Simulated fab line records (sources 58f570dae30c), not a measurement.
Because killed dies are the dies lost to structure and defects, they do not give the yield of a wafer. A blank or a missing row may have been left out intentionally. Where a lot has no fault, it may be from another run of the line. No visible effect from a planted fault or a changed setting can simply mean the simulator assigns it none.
fab line records ; flow berkeley_cmos170
record: lots: 14; wafers: 42; last_day: 11
route steps=331 shown NWELL@25
lots with no fault: from the same line, run without faults
start_h: hours from the record's opening day to when the first of the lot's shown wafers began ; wait_h: hours elapsed since this lot's preceding step ; " unchanged from the row above ; L1.1+2: several wafers, shown together as one row ; - value missing, or start not given ; * or withheld: withheld ; < > ~ a bound
route shown NAME@n: a module of which the file shows steps, and the number in the route of the first ; usual: mean and standard deviation over wafers with no fault ; same: alike in all rows ; chamber/n: place in a boat ; sites: readings site by site ; _std_site: standard deviation of those values ; _edge_site: outer sites' mean less inner sites' ; radius_mm: how far each site lies from the wafer's centre ; mask NAME#n: copy n ; behind: tool/chamber where the wafer was last shaped ; hold: reason for holding the lot/hours on hold/outcome of the hold ; device: which transistor (n, p or np) failed to switch ; end of line: tests run on the same wafers once the route is complete ; a step without rows: its recipe alone ; killed: the dies lost at the first sort to structure and to defects; this is not the yield of the wafer ; map: a wafer's dies, marking killed ones x, the rest . and places with no die _
set.NAME: the setting as run; set.NAME@STEP: as run at that earlier step ; model.NAME: the simulator's own value behind a step, which no gauge read
steps of the route over a sample of lots; a table a step, a row a wafer
== steps ==
step: UCB170_NWELL_DEVELOP_11
recipe: developer: TMAH; develop_time_s: 45; resist: KrF; dev_temp_c: 21
usual: chill_plate_temp_C: 23.02/0.1; develop_time_s: 45/0
lot.wafer;tool;chamber;start_h;wait_h;chill_plate_temp_C;develop_time_s
L294.2;litho_track-01;0;36;-;23.04;45
L294.5;litho_track-01;0;36;-;23.10;45
L294.6;litho_track-01;0;36;-;22.97;45
L296.2;litho_track-03;-;42;-;-;-
L296.5;litho_track-03;-;42;-;-;-
L296.6;litho_track-03;-;42;-;-;-
L297.2;litho_track-01;-;48;-;-;-
L297.4;litho_track-01;-;48;-;-;-
L297.5;litho_track-01;-;48;-;-;-
L298.1;litho_track-03;0;51;-;23.07;45
L298.2;litho_track-03;0;51;-;23.07;45
L298.3;litho_track-03;0;51;-;23.00;45
L301.2;litho_track-01;0;66;-;22.91;45
L301.4;litho_track-01;0;66;-;22.84;45
L301.6;litho_track-01;0;66;-;22.88;45
L307.2;litho_track-01;0;95;-;22.90;45
L307.3;litho_track-01;0;95;-;22.93;45
L307.4;litho_track-01;0;95;-;23.00;45
L308.3;litho_track-01;0;104;-;23.16;45
L308.5;litho_track-01;0;104;-;23.00;45
L308.6;litho_track-01;0;104;-;23.01;45
L309.3;litho_track-03;0;105;-;23.03;45
L309.4;litho_track-03;0;105;-;23.08;45
L309.6;litho_track-03;0;105;-;23.05;45
L310.1;litho_track-01;0;111;-;23.06;45
L310.2;litho_track-01;0;111;-;23.07;45
L310.5;litho_track-01;0;111;-;22.96;45
L313.4;litho_track-03;0;127;-;23.03;45
L313.5;litho_track-03;0;127;-;23.01;45
L313.6;litho_track-03;0;127;-;23.09;45
L314.4;litho_track-02;0;131;-;22.87;45
L314.5;litho_track-02;0;131;-;22.95;45
L314.6;litho_track-02;0;131;-;23.05;45
L316.3;litho_track-03;0;136;-;22.94;45
L316.5;litho_track-03;0;137;-;23.10;45
L316.6;litho_track-03;0;137;-;22.99;45
L315.2;litho_track-01;0;137;-;23.19;45
L315.4;litho_track-01;0;137;-;23.15;45
L315.5;litho_track-01;0;137;-;23.06;45
L317.1;litho_track-03;0;143;-;22.99;45
L317.2;litho_track-03;0;143;-;23.17;45
L317.4;litho_track-03;0;143;-;23.04;45
== key ==
first_sign: step: UCB170_NWELL_DEVELOP_11; reading: tool_record; direction: missing
effect none on later readings
met_at UCB170_NWELL_DEVELOP_11
struck_lots L296,L297
later_rows_left_out L296.2,L296.5,L296.6,L297.2,L297.4,L297.5
sort_left_out L296.2,L296.5,L296.6,L297.2,L297.4,L297.5
tester_left_out L296,L297
onset_between 36 42
fault: kind: skipped_step_whole; tool: litho_track-01,litho_track-03; chamber: -; onset_h: 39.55; steps: UCB170_NWELL_DEVELOP_11; scope: struck_lots_only
tester_left_out: of these lots the tester's yield and bins aren't shown, on N5 and GAA mostly nor the transistor test; their killed dies are dies lost to structure and defects alone, not to doping, threshold or leakage, so they don't give the yield
sort_left_out: the simulated sort isn't trusted on such a fault, so these wafers' sort isn't shown, and their yield isn't known
later_rows_left_out: the simulator's readings of these wafers behind a module that went badly wrong aren't trusted and aren't shown, but for the sort
